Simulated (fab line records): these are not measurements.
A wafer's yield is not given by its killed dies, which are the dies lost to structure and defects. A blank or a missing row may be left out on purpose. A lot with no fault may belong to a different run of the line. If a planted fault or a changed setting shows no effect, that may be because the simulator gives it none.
Which of the tools did it?    flow berkeley_cmos170    42 wafers from 14 lots sampled at 4 of the route's 331 steps

WHAT THE GAUGES READ, wafer by wafer
UCB170_NLDD_CD_MEAS_06: the cd target is 1200 nm.
lot   measured      on         cd_nm (nm)
L802  day 6 17:10   cd_sem-02  1198.2 1198.2 1197.7
L803  day 7 12:10   cd_sem-01  1201.3 1201.2 1200.0
L805  day 7 12:26   cd_sem-01  1200.8 1199.1 1200.9
L804  day 7 12:44   cd_sem-02  1196.6 1196.6 1195.7
L808  day 7 21:11   cd_sem-02  1199.2 1199.2 1198.5
L813  day 9 02:13   cd_sem-01  1199.5 1200.3 1199.6
L812  day 9 02:26   cd_sem-02  1199.6 1198.0 1198.5
L814  day 10 00:05  cd_sem-01  1200.7 1200.9 1202.6
L815  day 10 03:22  cd_sem-01  1198.0 1198.0 1199.5
L816  day 10 12:22  cd_sem-02  1197.1 1197.6 1196.0
L818  day 10 12:35  cd_sem-01  1198.0 1198.3 1198.7
L817  day 10 12:52  cd_sem-02  1200.3 1200.3 1199.4
L823  day 11 20:39  cd_sem-01  1199.1 1198.4 1198.9
L825  day 12 04:25  cd_sem-01  1202.7 1201.9 1203.0

UCB170_NLDD_TW_MEAS_11.
lot   measured      on             NLDD_TW
L802  day 6 17:44   film_metro-04  2205 2180 2177
L803  day 7 12:43   film_metro-02  2232 2244 2248
L805  day 7 12:59   film_metro-03  2212 2221 2216
L804  day 7 13:15   film_metro-04  2204 2200 2189
L808  day 7 21:43   film_metro-02  2224 2249 2235
L813  day 9 02:44   film_metro-04  2189 2182 2184
L812  day 9 02:59   film_metro-03  2215 2212 2217
L814  day 10 00:37  film_metro-04  2176 2175 2179
L815  day 10 03:55  film_metro-03  2207 2217 2214
L816  day 10 12:55  film_metro-02  2227 2236 2226
L818  day 10 13:08  film_metro-03  2218 2207 2205
L817  day 10 13:25  film_metro-04  2186 2189 2189
L823  day 11 21:13  film_metro-03  2229 2224 2221
L825  day 12 04:56  film_metro-04  2197 2187 2190

UCB170_PSD_CD_MEAS_06: the cd target is 1200 nm.
lot   measured      on         cd_nm (nm)
L802  day 6 23:05   cd_sem-02  1200.6 1201.3 1201.1
L803  day 7 20:15   cd_sem-02  1201.6 1200.6 1202.2
L805  day 7 20:55   cd_sem-02  1200.9 1199.8 1199.9
L804  day 7 20:46   cd_sem-02  1202.7 1202.2 1201.4
L808  day 8 04:12   cd_sem-01  1198.6 1199.4 1200.9
L813  day 9 10:17   cd_sem-02  1202.8 1203.2 1203.2
L812  day 9 10:31   cd_sem-02  1197.7 1199.9 1197.9
L814  day 10 07:47  cd_sem-01  1199.8 1199.7 1200.3
L815  day 10 08:00  cd_sem-02  1199.4 1200.1 1198.8
L816  day 10 21:17  cd_sem-01  1212.8 1213.5 1213.2
L818  day 10 21:46  cd_sem-02  1208.3 1208.6 1208.3
L817  day 10 21:34  cd_sem-02  1200.3 1201.7 1201.3
L823  day 12 04:38  cd_sem-01  1201.1 1200.5 1200.5
L825  day 12 10:47  cd_sem-01  1197.9 1199.2 1199.5

TOOL THAT RAN EACH LOT (tool first, then ch and the chambers of the sampled wafers, then the start)
lot   UCB170_PSD_EXPOSE_03
L802  krf_scanner-02 ch 0, day 6 22:31
L803  krf_scanner-01 ch 0, day 7 19:52
L805  krf_scanner-02 ch 0, day 7 20:13
L804  krf_scanner-02 ch 0, day 7 20:10
L808  krf_scanner-01 ch 0, day 8 03:49
L813  krf_scanner-01 ch 0, day 9 09:53
L812  krf_scanner-02 ch 0, day 9 10:05
L814  krf_scanner-01 ch 0, day 10 07:22
L815  krf_scanner-02 ch 0, day 10 07:36
L816  krf_scanner-02 ch 0, day 10 20:41
L818  krf_scanner-02 ch 0, day 10 21:22
L817  krf_scanner-01 ch 0, day 10 21:10
L823  krf_scanner-01 ch 0, day 12 04:11
L825  krf_scanner-01 ch 0, day 12 10:14
- UCB170_PSD_EXPOSE_03: exposes mask PSELECT MOD, target cd 1200 nm.

AS READ BY THE TOOLS THEMSELVES (means over the sampled wafers that have a number; for cases with no such wafer, the mark the record gives instead)
UCB170_PSD_EXPOSE_03.
lot   tool            exposure_dose_mJ_cm2  focus_offset_nm (nm)
L802  krf_scanner-02  30.015                0.6
L803  krf_scanner-01  29.979                -0.2
L805  krf_scanner-02  29.995                -0.1
L804  krf_scanner-02  30.015                -0.0
L808  krf_scanner-01  30.006                -0.5
L813  krf_scanner-01  29.980                -0.8
L812  krf_scanner-02  29.984                -0.1
L814  krf_scanner-01  29.987                -0.1
L815  krf_scanner-02  30.002                -0.1
L816  krf_scanner-02  31.920                -0.1
L818  krf_scanner-02  31.538                -0.1
L817  krf_scanner-01  29.952                0.8
L823  krf_scanner-01  29.960                0.4
L825  krf_scanner-01  29.966                0.4

THE ANSWER, worked out from the rows above alone
Rule: usual is defined by the lots themselves. The widest of any qualifying gaps counts: lots, ordered by their means at a reading, are off when they make up no more than a third of the lots, leave a main group of 4 or more, and stand apart from it by 3 or more times the standard deviation of that group's means. Not used: any main group whose means are identical at the precision the tables above print for the reading. Also off: a lot with no number at a reading for which 4 or more lots have one. All remaining lots with rows at the step are treated as sound. After the gauges, taken in route order, come the tools' own readings; for these a lot's mean is taken, as printed above. At the first step where some lot is off, the reading lying furthest off is the one used; lots without a number count as furthest.
Off: L816, L818, at UCB170_PSD_CD_MEAS_06 (cd_nm). The main group: mean 1200.5 nm, standard deviation 1.3.
If a tool, at a process step before that reading, ran all the lots that are off and no sound lot after the first of them, it fits. The gauges at UCB170_PSD_CD_MEAS_06 aren't tried: what is off there is off at UCB170_PSD_EXPOSE_03 too, on other tools, and a gauge's error can't cause that. One fits: UCB170_PSD_EXPOSE_03 on krf_scanner-02. A fault onset in the window from L815 (day 10 07:36, its last sound lot) to L816 (day 10 20:41, its first lot off) fits.
The tool's own readings at UCB170_PSD_EXPOSE_03 bear it out: on the lots that are off they differ by more than 5 times the standard deviation of the sound lots' means. exposure_dose_mJ_cm2 reads 31.729 there against 29.987 on the sound lots.

WHAT HAD BEEN PUT IN BY THE SIMULATOR
Drift in process parameters on krf_scanner-02 at UCB170_PSD_EXPOSE_03, starting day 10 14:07. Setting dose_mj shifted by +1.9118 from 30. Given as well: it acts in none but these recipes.
Shown lots that were struck: L816, L818. The same result came from the rule above.
